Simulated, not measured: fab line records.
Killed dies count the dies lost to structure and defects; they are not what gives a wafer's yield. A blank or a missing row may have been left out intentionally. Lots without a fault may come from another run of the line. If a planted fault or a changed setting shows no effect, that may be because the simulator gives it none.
What tool caused it? / flow berkeley cmos170 / 13 lots with 39 wafers sampled at 5 steps, on a route of 331 steps

== WHAT THE GAUGES READ, wafer by wafer ==
UCB170_START_BOW_MEAS_00.
lot=L219; measured=day 1 10:00; on=film metro-01; INCOMING_BOW (um)=6 -7 -1
lot=L221; measured=day 1 20:02; on=film metro-01; INCOMING_BOW (um)=0 4 14
lot=L222; measured=day 2 01:00; on=film metro-01; INCOMING_BOW (um)=-11 -1 -15
lot=L225; measured=day 2 16:00; on=film metro-02; INCOMING_BOW (um)=-8 4 0
lot=L231; measured=day 3 22:00; on=film metro-01; INCOMING_BOW (um)=-7 -6 -1
lot=L233; measured=day 4 08:01; on=film metro-02; INCOMING_BOW (um)=7 0 7
lot=L235; measured=day 4 18:01; on=film metro-03; INCOMING_BOW (um)=6 0 -10
lot=L236; measured=day 4 23:00; on=film metro-03; INCOMING_BOW (um)=0 5 -12
lot=L237; measured=day 5 04:02; on=film metro-02; INCOMING_BOW (um)=3 -16 -8
lot=L238; measured=day 5 09:00; on=film metro-03; INCOMING_BOW (um)=7 7 -4
lot=L239; measured=day 5 14:00; on=film metro-02; INCOMING_BOW (um)=1 8 0
lot=L241; measured=day 6 00:01; on=film metro-02; INCOMING_BOW (um)=-6 -10 -9
lot=L242; measured=day 6 05:02; on=film metro-02; INCOMING_BOW (um)=6 2 -2

UCB170_ACTIVE_THK_MEAS_03.
lot=L219; measured=day 4 14:14; on=film metro-01; ACTIVE_OXIDE_THK (nm)=27.4 27.4 26.5
lot=L221; measured=day 5 02:54; on=film metro-01; ACTIVE_OXIDE_THK (nm)=26.7 26.9 26.6
lot=L222; measured=day 5 02:53; on=film metro-02; ACTIVE_OXIDE_THK (nm)=26.8 26.1 26.7
lot=L225; measured=day 6 06:36; on=film metro-03; ACTIVE_OXIDE_THK (nm)=26.9 26.6 27.2
lot=L231; measured=day 6 21:47; on=film metro-02; ACTIVE_OXIDE_THK (nm)=26.7 26.8 26.8
lot=L233; measured=day 7 21:49; on=film metro-01; ACTIVE_OXIDE_THK (nm)=26.3 26.6 26.2
lot=L235; measured=day 7 21:49; on=film metro-02; ACTIVE_OXIDE_THK (nm)=27.3 27.2 27.1
lot=L236; measured=day 8 09:20; on=film metro-01; ACTIVE_OXIDE_THK (nm)=27.1 26.9 26.6
lot=L237; measured=day 8 09:20; on=film metro-02; ACTIVE_OXIDE_THK (nm)=26.5 26.4 26.5
lot=L238; measured=day 8 15:22; on=film metro-02; ACTIVE_OXIDE_THK (nm)=27.4 26.7 26.9
lot=L239; measured=day 8 15:22; on=film metro-01; ACTIVE_OXIDE_THK (nm)=26.0 26.0 25.8
lot=L241; measured=day 8 15:26; on=film metro-01; ACTIVE_OXIDE_THK (nm)=26.3 25.9 25.9
lot=L242; measured=day 9 04:53; on=film metro-01; ACTIVE_OXIDE_THK (nm)=27.3 27.0 27.3

UCB170_ACTIVE_CD_MEAS_13: target cd 1200 nm.
lot=L219; measured=day 4 21:15; on=cd sem-02; cd nm (nm)=1200.6 1200.8 1200.9
lot=L221; measured=day 5 16:04; on=cd sem-02; cd nm (nm)=1201.0 1200.1 1201.2
lot=L222; measured=day 5 15:00; on=cd sem-01; cd nm (nm)=1200.1 1200.2 1200.5
lot=L225; measured=day 6 18:18; on=cd sem-02; cd nm (nm)=1203.6 1201.9 1201.7
lot=L231; measured=day 7 06:06; on=cd sem-02; cd nm (nm)=1284.1 1285.3 1284.8
lot=L233; measured=day 8 09:25; on=cd sem-01; cd nm (nm)=1200.6 1201.3 1201.9
lot=L235; measured=day 8 09:25; on=cd sem-02; cd nm (nm)=1198.0 1198.6 1197.0
lot=L236; measured=day 8 18:41; on=cd sem-01; cd nm (nm)=1197.9 1198.5 1197.9
lot=L237; measured=day 8 18:52; on=cd sem-02; cd nm (nm)=1201.1 1200.3 1201.8
lot=L238; measured=day 9 00:48; on=cd sem-02; cd nm (nm)=1200.5 1201.1 1200.2
lot=L239; measured=day 9 00:32; on=cd sem-01; cd nm (nm)=1200.3 1200.8 1199.5
lot=L241; measured=day 9 00:53; on=cd sem-01; cd nm (nm)=1200.9 1200.4 1199.1
lot=L242; measured=day 9 13:19; on=cd sem-01; cd nm (nm)=1199.5 1200.8 1199.1

UCB170_NVT_OVL_MEAS_06.
lot=L219; measured=day 6 19:45; on=overlay-01; NVT_OVL (nm)=8 5 5
lot=L221; measured=day 7 02:47; on=overlay-02; NVT_OVL (nm)=5 6 1
lot=L222; measured=day 7 02:22; on=overlay-02; NVT_OVL (nm)=6 18 -3
lot=L225; measured=day 8 10:23; on=overlay-01; NVT_OVL (nm)=3 -2 -1
lot=L231; measured=day 8 21:46; on=overlay-01; NVT_OVL (nm)=2 2 -9
lot=L233; measured=day 10 02:32; on=overlay-02; NVT_OVL (nm)=-3 -12 -11
lot=L235; measured=day 10 01:36; on=overlay-02; NVT_OVL (nm)=5 12 1
lot=L236; measured=day 10 08:43; on=overlay-02; NVT_OVL (nm)=9 3 13
lot=L237; measured=day 10 08:43; on=overlay-01; NVT_OVL (nm)=8 13 8
lot=L238; measured=day 10 17:29; on=overlay-01; NVT_OVL (nm)=4 2 4
lot=L239; measured=day 10 17:57; on=overlay-02; NVT_OVL (nm)=14 9 5
lot=L241; measured=day 10 17:46; on=overlay-02; NVT_OVL (nm)=9 1 0
lot=L242; measured=day 11 04:48; on=overlay-02; NVT_OVL (nm)=3 4 3

== WHAT TOOL EACH LOT RAN ON (gives the tool, then ch and the chambers of the sampled wafers, and finally the start) ==
lot=L219; UCB170_ACTIVE_EXPOSE_10=krf scanner-02 ch 0, day 4 20:39
lot=L221; UCB170_ACTIVE_EXPOSE_10=krf scanner-01 ch 0, day 5 14:53
lot=L222; UCB170_ACTIVE_EXPOSE_10=krf scanner-01 ch 0, day 5 13:49
lot=L225; UCB170_ACTIVE_EXPOSE_10=krf scanner-02 ch 0, day 6 17:30
lot=L231; UCB170_ACTIVE_EXPOSE_10=krf scanner-01 ch 0, day 7 04:13
lot=L233; UCB170_ACTIVE_EXPOSE_10=krf scanner-01 ch 0, day 8 07:43
lot=L235; UCB170_ACTIVE_EXPOSE_10=krf scanner-02 ch 0, day 8 07:57
lot=L236; UCB170_ACTIVE_EXPOSE_10=krf scanner-01 ch 0, day 8 18:02
lot=L237; UCB170_ACTIVE_EXPOSE_10=krf scanner-02 ch 0, day 8 18:19
lot=L238; UCB170_ACTIVE_EXPOSE_10=krf scanner-02 ch 0, day 8 23:28
lot=L239; UCB170_ACTIVE_EXPOSE_10=krf scanner-02 ch 0, day 8 23:21
lot=L241; UCB170_ACTIVE_EXPOSE_10=krf scanner-01 ch 0, day 8 23:44
lot=L242; UCB170_ACTIVE_EXPOSE_10=krf scanner-01 ch 0, day 9 12:55
- UCB170_ACTIVE_EXPOSE_10: exposes mask ACTIVE, target cd 1200 nm.

== AS READ BY THE TOOLS THEMSELVES (means over the sampled wafers that have a number; for cases with no such wafer, the mark the record gives instead) ==
UCB170_ACTIVE_EXPOSE_10.
lot=L219; tool=krf scanner-02; reticle temp C (C)=22.93
lot=L221; tool=krf scanner-01; reticle temp C (C)=23.04
lot=L222; tool=krf scanner-01; reticle temp C (C)=22.94
lot=L225; tool=krf scanner-02; reticle temp C (C)=23.10
lot=L231; tool=krf scanner-01; reticle temp C (C)=23.06
lot=L233; tool=krf scanner-01; reticle temp C (C)=22.99
lot=L235; tool=krf scanner-02; reticle temp C (C)=22.93
lot=L236; tool=krf scanner-01; reticle temp C (C)=22.92
lot=L237; tool=krf scanner-02; reticle temp C (C)=23.05
lot=L238; tool=krf scanner-02; reticle temp C (C)=22.97
lot=L239; tool=krf scanner-02; reticle temp C (C)=23.08
lot=L241; tool=krf scanner-01; reticle temp C (C)=23.02
lot=L242; tool=krf scanner-01; reticle temp C (C)=22.92

== THE ANSWER, worked out from the rows above alone ==
Rule: the usual values come from the lots themselves. Put in order of their means at a reading, lots are off if they are a third of the lots or fewer, leave a main group of 4 or more, and stand apart from it by a gap of 3 or more times the standard deviation of the main group's means; of several such gaps the widest counts. If all means in a main group match to the digits the tables above print for the reading, that group is not used. A lot without any number at a reading at which 4 lots or more have one is off too. All remaining lots with rows at the step are treated as sound. First the gauges in route order, then the tools' own readings, where a lot's mean is used as printed above. At the first step where some lot is off, the reading lying furthest off is the one used; lots without a number count as furthest.
Off at UCB170_ACTIVE_CD_MEAS_13 (cd nm): L231. For the main group the mean is 1200.3 nm and the standard deviation 1.2.
If a tool, at a process step before that reading, ran all the lots that are off and no sound lot after the first of them, it fits. Those tools and the gauges at UCB170_ACTIVE_CD_MEAS_13 are tried in the same way. Not one of the candidates tried fits.

== WHAT THE SIMULATOR HAD PUT IN ==
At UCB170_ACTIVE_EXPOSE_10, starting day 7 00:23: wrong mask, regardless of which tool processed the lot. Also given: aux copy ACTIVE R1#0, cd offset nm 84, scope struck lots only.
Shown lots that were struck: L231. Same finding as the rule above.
